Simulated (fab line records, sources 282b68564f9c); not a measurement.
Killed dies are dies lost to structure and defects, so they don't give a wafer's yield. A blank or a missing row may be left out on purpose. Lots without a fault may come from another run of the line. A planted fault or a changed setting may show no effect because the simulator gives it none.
Which tool did it? | flow rit_cmos | 14 lots, 42 wafers sampled, at 2 steps of a route of 202

WHAT THE GAUGES READ, wafer by wafer
The record holds no reading of a measuring or inspecting step that can be judged against a usual standard deviation.

WHICH TOOL RAN EACH LOT (tool, then ch and the chambers of the sampled wafers, then the start)
lot  | RIT_PSD_STRIP_09                    | RIT_M1_PROBE_99
L395 | plasma_asher-01 ch 0,1, day 3 03:46 | prober-02, day 3 13:12
L396 | plasma_asher-02 ch 0,1, day 3 10:41 | prober-01, day 3 18:53
L397 | plasma_asher-01 ch 0,1, day 3 16:17 | prober-02, day 4 00:37
L398 | plasma_asher-02 ch 0,1, day 3 18:41 | prober-01, day 4 02:53
L400 | plasma_asher-01 ch 0,1, day 4 06:17 | prober-02, day 4 14:22
L401 | plasma_asher-02 ch 0,1, day 4 10:11 | prober-01, day 4 18:17
L402 | plasma_asher-03 ch 0,1, day 4 20:41 | prober-02, day 5 04:50
L404 | plasma_asher-02 ch 0,1, day 5 06:43 | prober-01, day 5 15:01
L405 | plasma_asher-03 ch 0,1, day 5 07:04 | prober-02, day 5 16:31
L406 | plasma_asher-01 ch 0,1, day 5 22:15 | prober-01, day 6 06:51
L407 | plasma_asher-03 ch 0,1, day 6 09:53 | prober-02, day 6 18:03
L408 | plasma_asher-03 ch 0,1, day 6 18:23 | prober-01, day 7 03:14
L410 | plasma_asher-01 ch 0, day 6 20:29   | prober-02, day 7 04:41
L418 | plasma_asher-03 ch 0, day 8 01:20   | prober-02, day 8 09:37
- RIT_PSD_STRIP_09: strips in O2, time 180 s.
- RIT_M1_PROBE_99

WHAT THE TOOLS THEMSELVES READ (means of the sampled wafers that have a number; where no wafer has one, the mark that the record gives instead)
RIT_PSD_STRIP_09.
lot  | tool            | chamber_pressure_mTorr (mTorr) | drypump_motor_current_A (A) | rf_refl_power_W (W)
L395 | plasma_asher-01 | 4002                           | 5.6                         | 8.2
L396 | plasma_asher-02 | 4003                           | 6.4                         | 5.2
L397 | plasma_asher-01 | 3999                           | 5.6                         | 8.4
L398 | plasma_asher-02 | 3997                           | 6.4                         | 5.2
L400 | plasma_asher-01 | 4000                           | 5.7                         | 8.1
L401 | plasma_asher-02 | 4003                           | 6.5                         | 6.5
L402 | plasma_asher-03 | 4001                           | 6.2                         | 6.2
L404 | plasma_asher-02 | 4001                           | 6.4                         | 5.4
L405 | plasma_asher-03 | 4000                           | 6.2                         | 6.2
L406 | plasma_asher-01 | 4000                           | 5.7                         | 8.3
L407 | plasma_asher-03 | 3998                           | 6.2                         | 6.5
L408 | plasma_asher-03 | -                              | -                           | -
L410 | plasma_asher-01 | -                              | -                           | -
L418 | plasma_asher-03 | 3998                           | 6.0                         | 6.1

RIT_M1_PROBE_99.
lot  | tool      | killed_at_contacts | killed_at_front_end | killed_dies | killed_on_rim | killed_open | killed_short
L395 | prober-02 | 0.0                | 7.3                 | 7.3         | 0.3           | 3.0         | 4.3
L396 | prober-01 | 0.3                | 9.7                 | 10.0        | 4.0           | 3.7         | 6.3
L397 | prober-02 | 0.0                | 4.3                 | 4.3         | 1.0           | 2.0         | 2.3
L398 | prober-01 | 0.3                | 6.7                 | 7.0         | 2.0           | 3.7         | 3.3
L400 | prober-02 | 0.0                | 5.0                 | 5.0         | 1.0           | 3.0         | 2.0
L401 | prober-01 | 0.0                | 8.0                 | 8.0         | 2.0           | 4.3         | 3.7
L402 | prober-02 | 0.0                | 6.7                 | 6.7         | 1.0           | 5.0         | 1.7
L404 | prober-01 | 0.0                | 6.3                 | 6.3         | 2.0           | 3.7         | 2.7
L405 | prober-02 | 0.0                | 5.7                 | 5.7         | 2.0           | 0.7         | 5.0
L406 | prober-01 | 0.0                | 8.7                 | 8.7         | 2.3           | 6.3         | 2.3
L407 | prober-02 | 0.0                | 4.3                 | 4.3         | 1.3           | 2.3         | 2.0
L408 | prober-01 | 0.0                | 264.0               | 264.0       | 70.0          | 2.3         | 3.0
L410 | prober-02 | 0.0                | 264.0               | 264.0       | 70.0          | 1.0         | 1.3
L418 | prober-02 | 0.0                | 6.7                 | 6.7         | 1.7           | 2.7         | 4.0

THE ANSWER, worked out from the rows above alone
Rule: what is usual is taken from the lots themselves. Put in order of their means at a reading, lots are off if they are a third of the lots or fewer, leave a main group of 4 or more, and stand apart from it by a gap of 3 or more times the standard deviation of the main group's means; of several such gaps the widest counts. A main group whose means are all the same, to the digits that the tables above print for the reading, isn't used. A lot without any number at a reading at which 4 lots or more have one is off too. The other lots that the step has rows for count as sound. The gauges are gone through in route order, then the tools' own readings, and for those a lot's mean is taken as printed above. The first step at which some lot is off is used, and at that step the reading that is off furthest; a lot without a number counts as furthest.
Off: L408, L410, at RIT_PSD_STRIP_09 (chamber_pressure_mTorr). Without a number there: L408, L410. The main group: mean 4000 mTorr, standard deviation 1.9.
A tool fits if, at that step or a process step before it, it ran every lot that is off, and no sound lot after the first of them. None of those tried fits.

WHAT THE SIMULATOR HAD PUT IN
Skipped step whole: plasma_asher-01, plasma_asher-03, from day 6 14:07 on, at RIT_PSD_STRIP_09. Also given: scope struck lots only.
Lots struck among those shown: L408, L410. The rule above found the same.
